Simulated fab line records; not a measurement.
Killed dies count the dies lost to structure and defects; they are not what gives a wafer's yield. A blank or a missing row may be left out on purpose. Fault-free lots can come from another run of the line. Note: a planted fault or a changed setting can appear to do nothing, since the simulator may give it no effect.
Which tool did it? | flow berkeley cmos170 | 14 lots, 42 wafers sampled, at 3 steps of a route of 331

== WHAT THE GAUGES READ, wafer by wafer ==
UCB170_M1_RS_MEAS_01: measurement is done with a four-point probe.
lot  | measured     | on            | M1_AL_RS (ohm/sq)
L593 | day 6 13:05  | film metro-04 | 0.0481 0.0481 0.0481
L594 | day 7 02:07  | film metro-03 | 0.0484 0.0489 0.0487
L599 | day 7 16:32  | film metro-02 | 0.0481 0.0480 0.0481
L596 | day 7 16:42  | film metro-03 | 0.0492 0.0493 0.0490
L595 | day 7 16:44  | film metro-02 | 0.0487 0.0486 0.0488
L598 | day 7 16:53  | film metro-03 | 0.0485 0.0485 0.0485
L597 | day 7 17:04  | film metro-04 | 0.0482 0.0478 0.0481
L601 | day 7 22:34  | film metro-04 | 0.0482 0.0481 0.0485
L603 | day 8 15:05  | film metro-02 | 0.0548 0.0551 0.0548
L604 | day 8 22:31  | film metro-04 | 0.0558 0.0557 0.0558
L606 | day 9 17:25  | film metro-04 | 0.0490 0.0491 0.0488
L611 | day 10 17:58 | film metro-03 | 0.0483 0.0486 0.0489
L614 | day 11 03:25 | film metro-02 | 0.0481 0.0480 0.0481
L616 | day 11 11:36 | film metro-02 | 0.0482 0.0482 0.0483

UCB170_M1_THK_MEAS_02: measures by xrf.
lot  | measured     | on            | M1_AL_THK (nm)
L593 | day 6 13:12  | film metro-04 | 602 603 599
L594 | day 7 02:14  | film metro-03 | 599 588 592
L599 | day 7 16:39  | film metro-02 | 604 603 603
L596 | day 7 16:48  | film metro-03 | 588 589 592
L595 | day 7 16:50  | film metro-02 | 592 598 590
L598 | day 7 17:00  | film metro-03 | 597 598 596
L597 | day 7 17:11  | film metro-04 | 598 601 603
L601 | day 7 22:41  | film metro-04 | 596 599 595
L603 | day 8 15:12  | film metro-02 | 531 519 523
L604 | day 8 22:37  | film metro-04 | 523 523 520
L606 | day 9 17:32  | film metro-04 | 593 594 594
L611 | day 10 18:04 | film metro-03 | 597 598 590
L614 | day 11 03:31 | film metro-02 | 602 601 600
L616 | day 11 11:43 | film metro-02 | 602 595 599

== TOOL THAT RAN EACH LOT (tool first, then ch and the chambers of the sampled wafers, then the start) ==
lot  | UCB170_M1_SPUTTER_00
L593 | pvd sputter-01, day 6 13:01
L594 | pvd sputter-01, day 7 02:03
L599 | pvd sputter-01, day 7 16:27
L596 | pvd sputter-02, day 7 16:36
L595 | pvd sputter-03, day 7 16:38
L598 | pvd sputter-01, day 7 16:49
L597 | pvd sputter-02, day 7 16:59
L601 | pvd sputter-02, day 7 22:29
L603 | pvd sputter-01, day 8 15:01
L604 | pvd sputter-01, day 8 22:26
L606 | pvd sputter-02, day 9 17:21
L611 | pvd sputter-03, day 10 17:52
L614 | pvd sputter-03, day 11 03:20
L616 | pvd sputter-02, day 11 11:32
- UCB170_M1_SPUTTER_00: material Al, target thk 600 nm, time 80 s.

== AS READ BY THE TOOLS THEMSELVES (means over the sampled wafers that have a number; for cases with no such wafer, the mark the record gives instead) ==
UCB170_M1_SPUTTER_00.
lot  | tool           | throttle valve pct (%)
L593 | pvd sputter-01 | 30.4
L594 | pvd sputter-01 | 30.3
L599 | pvd sputter-01 | 30.0
L596 | pvd sputter-02 | 30.5
L595 | pvd sputter-03 | 29.8
L598 | pvd sputter-01 | 30.1
L597 | pvd sputter-02 | 30.6
L601 | pvd sputter-02 | 30.2
L603 | pvd sputter-01 | 30.6
L604 | pvd sputter-01 | 30.1
L606 | pvd sputter-02 | 30.6
L611 | pvd sputter-03 | 29.8
L614 | pvd sputter-03 | 29.7
L616 | pvd sputter-02 | 30.7

== THE ANSWER, worked out from the rows above alone ==
Rule: what is usual is taken from the lots themselves. The widest of any qualifying gaps counts: lots, ordered by their means at a reading, are off when they make up no more than a third of the lots, leave a main group of 4 or more, and stand apart from it by 3 or more times the standard deviation of that group's means. A main group is skipped when, at the precision printed for the reading in the tables above, its means are all equal. A lot without any number at a reading at which 4 lots or more have one is off too. Any other lot the step has rows for is counted as sound. First the gauges in route order, then the tools' own readings, where a lot's mean is used as printed above. The first step at which some lot is off is used, and at that step the reading that is off furthest; a lot without a number counts as furthest.
Off: L603, L604, seen at UCB170_M1_RS_MEAS_01 (M1_AL_RS). The main group: mean 0.0484 ohm/sq, standard deviation 0.00036.
A tool fits if, at a process step before that reading, it ran every lot that is off, and no sound lot after the first of them. Gauges at UCB170_M1_RS_MEAS_01: tried the same way as those tools. One candidate fits, namely pvd sputter-01 at UCB170_M1_SPUTTER_00. Its last sound lot is L598 (day 7 16:49), its first lot that is off L603 (day 8 15:01): a fault that began between those two fits.

== WHAT THE SIMULATOR PUT IN ==
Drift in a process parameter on pvd sputter-01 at UCB170_M1_SPUTTER_00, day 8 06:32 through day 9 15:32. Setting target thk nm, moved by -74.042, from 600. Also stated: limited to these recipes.
Lots struck among those shown: L603, L604. This agrees with what the rule above found.
